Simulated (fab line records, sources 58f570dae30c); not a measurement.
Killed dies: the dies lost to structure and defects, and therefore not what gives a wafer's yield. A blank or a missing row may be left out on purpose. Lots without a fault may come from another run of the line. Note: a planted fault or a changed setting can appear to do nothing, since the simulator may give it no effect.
Split-lot experiment    flow berkeley_cmos170    5 lots, 23 wafers read, on a route of 331 steps

ABOUT THE SPLIT
At UCB170_PWELL_CVD_05 (deposits Si3N4 from SiH2Cl2/NH3, target thk 220 nm, time 3300 s), the setting time_s was moved away from the recipe's 3300 s on 15 of the 23 wafers read, by -3.9% to +9.5%. For the rest of the wafers, this setting stayed at what the recipe calls for.

There is no step in the file separating the split from the reading.

THE READING
PWELL_NITRIDE_THK in nanometres, read at UCB170_PWELL_THK_MEAS_06. On this fab line, fault-free wafers typically give 219.6 nm with a standard deviation of 1.7 nm.

wafer   tool, chamber at the split  time_s as run, s  against the recipe  PWELL_NITRIDE_THK, nm  against lot-mates on the recipe
L077.2  -, -                        3581              +8.5%               238.5                  no lot-mate on the recipe
L077.3  -, -                        3581              +8.5%               239.2                  no lot-mate on the recipe
L077.4  -, -                        3581              +8.5%               239.9                  no lot-mate on the recipe
L077.5  -, -                        3581              +8.5%               240.3                  no lot-mate on the recipe
L077.6  -, -                        3581              +8.5%               238.6                  no lot-mate on the recipe
L080.1  -, -                        3170              -3.9%               211.0                  no lot-mate on the recipe
L080.3  -, -                        3170              -3.9%               212.2                  no lot-mate on the recipe
L080.4  -, -                        3170              -3.9%               210.6                  no lot-mate on the recipe
L080.5  -, -                        3170              -3.9%               212.2                  no lot-mate on the recipe
L080.6  -, -                        3170              -3.9%               211.0                  no lot-mate on the recipe
L081.1  -, -                        3612              +9.5%               237.6                  no lot-mate on the recipe
L081.2  -, -                        3612              +9.5%               238.1                  no lot-mate on the recipe
L081.3  -, -                        3612              +9.5%               238.0                  no lot-mate on the recipe
L081.4  -, -                        3612              +9.5%               237.9                  no lot-mate on the recipe
L081.5  -, -                        3612              +9.5%               237.2                  no lot-mate on the recipe
L082.1  lpcvd-01, 1                 3300              recipe              220.5                  -
L082.2  lpcvd-01, 1                 3300              recipe              218.6                  -
L082.4  lpcvd-01, 1                 3300              recipe              220.6                  -
L083.1  -, -                        3300              recipe              215.9                  -
L083.2  -, -                        3300              recipe              219.0                  -
L083.3  -, -                        3300              recipe              216.4                  -
L083.5  -, -                        3300              recipe              217.8                  -
L083.6  -, -                        3300              recipe              217.7                  -

THE FIT
A straight line over all 23 wafers: PWELL_NITRIDE_THK changes by +2.14 nm for each +1% of time_s; r = +0.99; the points scatter about the line by 1.8 nm.
Too few moved wafers with a lot-mate on the recipe to fit a line net of each lot's own level.

THE WHOLE CHAIN: every reading that the file lists as answering this split, in the file's order
step                      what it does                                                                reading                                                                        change (the file's fit)               r (the file's)
UCB170_PWELL_CVD_05       deposits Si3N4 from SiH2Cl2/NH3, target thk 220 nm, time 3300 s             Si3N4_of_PWELL_CVD_05.thk_nm (the simulator's own value, which no gauge read)  +2.13 nm for each +1% of the setting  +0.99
UCB170_PWELL_THK_MEAS_06                                                                              PWELL_NITRIDE_THK                                                              +2.14 for each +1% of the setting     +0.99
UCB170_PWELL_ETCH_14      etches Si3N4 in CH3F/Ar/O2, stops on SiO2, target depth 242 nm, time 151 s  etch.depth_nm (the simulator's own value, which no gauge read)                 +1.99 nm for each +1% of the setting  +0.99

THE FILE'S OWN FIT
PWELL_NITRIDE_THK changes by +2.14 nm for each +1% of time_s, r = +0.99.
